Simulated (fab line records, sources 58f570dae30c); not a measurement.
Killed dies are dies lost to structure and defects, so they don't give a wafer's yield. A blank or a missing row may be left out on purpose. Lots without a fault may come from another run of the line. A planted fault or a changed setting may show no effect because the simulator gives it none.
Which tool did it? | flow berkeley_cmos170 | 7 lots, 21 wafers sampled, at 3 steps of a route of 331

WHAT THE GAUGES READ, wafer by wafer
UCB170_SILICIDE_RS_MEAS_02: measures by four-point-probe.
lot  | measured     | on            | SILICIDE_TI_RS (ohm/sq)
L333 | day 7 09:01  | film_metro-01 | 27.5 27.8 28.2
L335 | day 7 09:11  | film_metro-04 | 27.5 27.4 27.1
L339 | day 8 18:24  | film_metro-01 | 28.0 27.8 27.7
L341 | day 9 05:34  | film_metro-01 | 27.6 27.4 27.9
L348 | day 10 02:54 | film_metro-02 | 27.2 27.7 27.5
L350 | day 10 22:45 | film_metro-01 | 27.4 27.7 27.5
L353 | day 11 02:35 | film_metro-01 | 37.6 38.0 37.6 38.0 38.4 38.1

WHICH TOOL RAN EACH LOT (tool, then ch and the chambers of the sampled wafers, then the start)
lot  | UCB170_BACKSIDE_STRIP_03             | UCB170_SILICIDE_SPUTTER_01
L333 | plasma_asher-01 ch 1, day 7 06:07    | pvd_sputter-04, day 7 08:59
L335 | plasma_asher-03 ch 0,1, day 7 06:25  | pvd_sputter-01, day 7 09:07
L339 | plasma_asher-01 ch 0,1, day 8 17:25  | pvd_sputter-04, day 8 18:22
L341 | plasma_asher-01 ch 0,1, day 9 04:25  | pvd_sputter-04, day 9 05:31
L348 | plasma_asher-01 ch 0,1, day 10 01:52 | pvd_sputter-02, day 10 02:50
L350 | plasma_asher-04 ch 0,1, day 10 21:38 | pvd_sputter-04, day 10 22:43
L353 | plasma_asher-01 ch 0,1, day 11 01:37 | pvd_sputter-02, day 11 02:34
- UCB170_BACKSIDE_STRIP_03: strips in O2.
- UCB170_SILICIDE_SPUTTER_01: material Ti, target thk 30 nm, time 23.83 s.

THE ANSWER, worked out from the rows above alone
Rule: what is usual is taken from the lots themselves. Put in order of their means at a reading, lots are off if they are a third of the lots or fewer, leave a main group of 4 or more, and stand apart from it by a gap of 3 or more times the standard deviation of the main group's means; of several such gaps the widest counts. A main group whose means are all the same, to the digits that the tables above print for the reading, isn't used. A lot without any number at a reading at which 4 lots or more have one is off too. The other lots that the step has rows for count as sound.
Off: L353, at UCB170_SILICIDE_RS_MEAS_02 (SILICIDE_TI_RS). The main group: mean 27.6 ohm/sq, standard deviation 0.18.
A tool fits if, at a process step before that reading, it ran every lot that is off, and no sound lot after the first of them. The gauges at UCB170_SILICIDE_RS_MEAS_02 are tried like those tools. Can't be told from this: 3 tools fit, plasma_asher-01 at UCB170_BACKSIDE_STRIP_03, pvd_sputter-02 at UCB170_SILICIDE_SPUTTER_01, film_metro-01 at UCB170_SILICIDE_RS_MEAS_02.

WHAT THE SIMULATOR HAD PUT IN
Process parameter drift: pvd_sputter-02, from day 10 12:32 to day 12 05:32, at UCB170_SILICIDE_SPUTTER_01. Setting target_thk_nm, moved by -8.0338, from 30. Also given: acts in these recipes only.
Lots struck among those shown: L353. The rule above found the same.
